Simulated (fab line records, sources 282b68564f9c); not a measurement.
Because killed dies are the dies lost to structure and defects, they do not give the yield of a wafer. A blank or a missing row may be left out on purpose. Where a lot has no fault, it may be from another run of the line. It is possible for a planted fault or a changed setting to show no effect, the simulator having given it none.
The tool behind it: which one? + flow rit-cmos + 42 wafers from 14 lots sampled at 4 of the route's 202 steps

## WHAT EACH GAUGE READ, for each wafer
RIT_FOX2_THK_MEAS_01.
| lot  | measured    | on            | FOX2_OXIDE_THK (nm) |
|------|-------------|---------------|---------------------|
| L488 | day 1 19:42 | film-metro-04 | 363 362 360         |
| L490 | day 2 07:01 | film-metro-01 | 359 351 358         |
| L494 | day 3 02:25 | film-metro-01 | 342 351 347         |
| L497 | day 3 18:24 | film-metro-01 | 359 354 354         |
| L498 | day 3 23:18 | film-metro-04 | 348 353 357         |
| L501 | day 4 13:00 | film-metro-04 | 388 398 392         |
| L502 | day 4 17:32 | film-metro-01 | 388 394 387         |
| L503 | day 5 04:50 | film-metro-02 | 350 353 348         |
| L504 | day 5 09:34 | film-metro-02 | 361 367 369         |
| L506 | day 5 14:26 | film-metro-04 | 348 346 342         |
| L505 | day 5 16:01 | film-metro-04 | 353 359 359         |
| L508 | day 6 02:22 | film-metro-01 | 359 364 347         |
| L509 | day 6 06:05 | film-metro-04 | 350 349 356         |
| L510 | day 6 14:53 | film-metro-04 | 348 350 349         |

RIT_FOX2_THK_MEAS_90.
| lot  | measured    | on            | FIELD_OXIDE_LEFT_1_THK (nm) |
|------|-------------|---------------|-----------------------------|
| L488 | day 1 20:35 | film-metro-02 | 336 334 332                 |
| L490 | day 2 07:58 | film-metro-04 | 332 324 332                 |
| L494 | day 3 03:17 | film-metro-01 | 315 323 320                 |
| L497 | day 3 19:17 | film-metro-04 | 332 326 326                 |
| L498 | day 4 00:10 | film-metro-02 | 320 325 329                 |
| L501 | day 4 13:53 | film-metro-04 | 360 371 365                 |
| L502 | day 4 18:25 | film-metro-04 | 360 366 360                 |
| L503 | day 5 05:52 | film-metro-04 | 323 325 321                 |
| L504 | day 5 10:27 | film-metro-02 | 334 339 342                 |
| L506 | day 5 15:19 | film-metro-02 | 321 319 316                 |
| L505 | day 5 16:58 | film-metro-01 | 326 331 332                 |
| L508 | day 6 03:19 | film-metro-01 | 331 336 320                 |
| L509 | day 6 06:58 | film-metro-02 | 323 322 329                 |
| L510 | day 6 15:46 | film-metro-02 | 321 323 322                 |

RIT_FOX2_THK_MEAS_91.
| lot  | measured    | on            | FIELD_OXIDE_LEFT_2_THK (nm) |
|------|-------------|---------------|-----------------------------|
| L488 | day 2 09:30 | film-metro-01 | 268 266 264                 |
| L490 | day 2 20:14 | film-metro-02 | 265 257 264                 |
| L494 | day 3 15:45 | film-metro-04 | 246 254 251                 |
| L497 | day 4 08:41 | film-metro-02 | 264 259 259                 |
| L498 | day 4 13:35 | film-metro-04 | 252 257 261                 |
| L501 | day 5 04:34 | film-metro-01 | 292 303 297                 |
| L502 | day 5 11:08 | film-metro-02 | 293 299 292                 |
| L503 | day 5 19:03 | film-metro-04 | 255 257 253                 |
| L504 | day 5 23:41 | film-metro-04 | 265 271 273                 |
| L506 | day 6 03:37 | film-metro-02 | 253 251 248                 |
| L505 | day 6 07:17 | film-metro-01 | 256 261 262                 |
| L508 | day 6 17:16 | film-metro-02 | 263 268 252                 |
| L509 | day 6 22:07 | film-metro-01 | 254 253 260                 |
| L510 | day 7 04:01 | film-metro-04 | 253 254 253                 |

## WHAT TOOL EACH LOT RAN ON (gives the tool, then ch and the chambers of the sampled wafers, and finally the start)
| lot  | RIT_FOX2_OXIDATION_00        |
|------|------------------------------|
| L488 | furnace-03 ch 0, day 1 18:23 |
| L490 | furnace-04 ch 0, day 2 05:43 |
| L494 | furnace-01 ch 0, day 3 01:06 |
| L497 | furnace-04 ch 0, day 3 17:05 |
| L498 | furnace-01 ch 0, day 3 21:59 |
| L501 | furnace-04 ch 0, day 4 11:41 |
| L502 | furnace-04 ch 0, day 4 16:13 |
| L503 | furnace-01 ch 0, day 5 03:31 |
| L504 | furnace-01 ch 0, day 5 08:15 |
| L506 | furnace-03 ch 0, day 5 13:07 |
| L505 | furnace-03 ch 0, day 5 14:41 |
| L508 | furnace-01 ch 0, day 6 01:03 |
| L509 | furnace-03 ch 0, day 6 04:44 |
| L510 | furnace-03 ch 0, day 6 13:34 |
- RIT_FOX2_OXIDATION_00: target thk 350.7 nm, ox time 1130 s.

## AS READ BY THE TOOLS THEMSELVES (means over the sampled wafers that have a number; for cases with no such wafer, the mark the record gives instead)
The record holds no such reading with a usual standard deviation.

## THE ANSWER, worked out from the rows above alone
Rule: usual is defined by the lots themselves. The widest of any qualifying gaps counts: lots, ordered by their means at a reading, are off when they make up no more than a third of the lots, leave a main group of 4 or more, and stand apart from it by 3 or more times the standard deviation of that group's means. A main group whose means are all the same, to the digits that the tables above print for the reading, isn't used. A lot without any number at a reading at which 4 lots or more have one is off too. All remaining lots with rows at the step are treated as sound. Order of review: gauges by route order, followed by the tools' own readings, for which a lot's mean as printed above is used. At the first step where some lot is off, the reading lying furthest off is the one used; lots without a number count as furthest.
Off: L501, L502, at RIT_FOX2_THK_MEAS_01 (FOX2_OXIDE_THK). The main group has a mean of 354 nm with a standard deviation of 5.7.
A tool fits if, at a process step before that reading, it ran every lot that is off, and no sound lot after the first of them. Gauges at RIT_FOX2_THK_MEAS_01: tried the same way as those tools. One fits: furnace-04 at RIT_FOX2_OXIDATION_00. A fault onset in the window from L497 (day 3 17:05, its last sound lot) to L501 (day 4 11:41, its first lot off) fits.

## WHAT THE SIMULATOR HAD INSERTED
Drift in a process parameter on furnace-04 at RIT_FOX2_OXIDATION_00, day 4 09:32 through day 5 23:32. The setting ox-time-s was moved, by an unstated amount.
Lots struck among those shown: L501, L502. This agrees with what the rule above found.
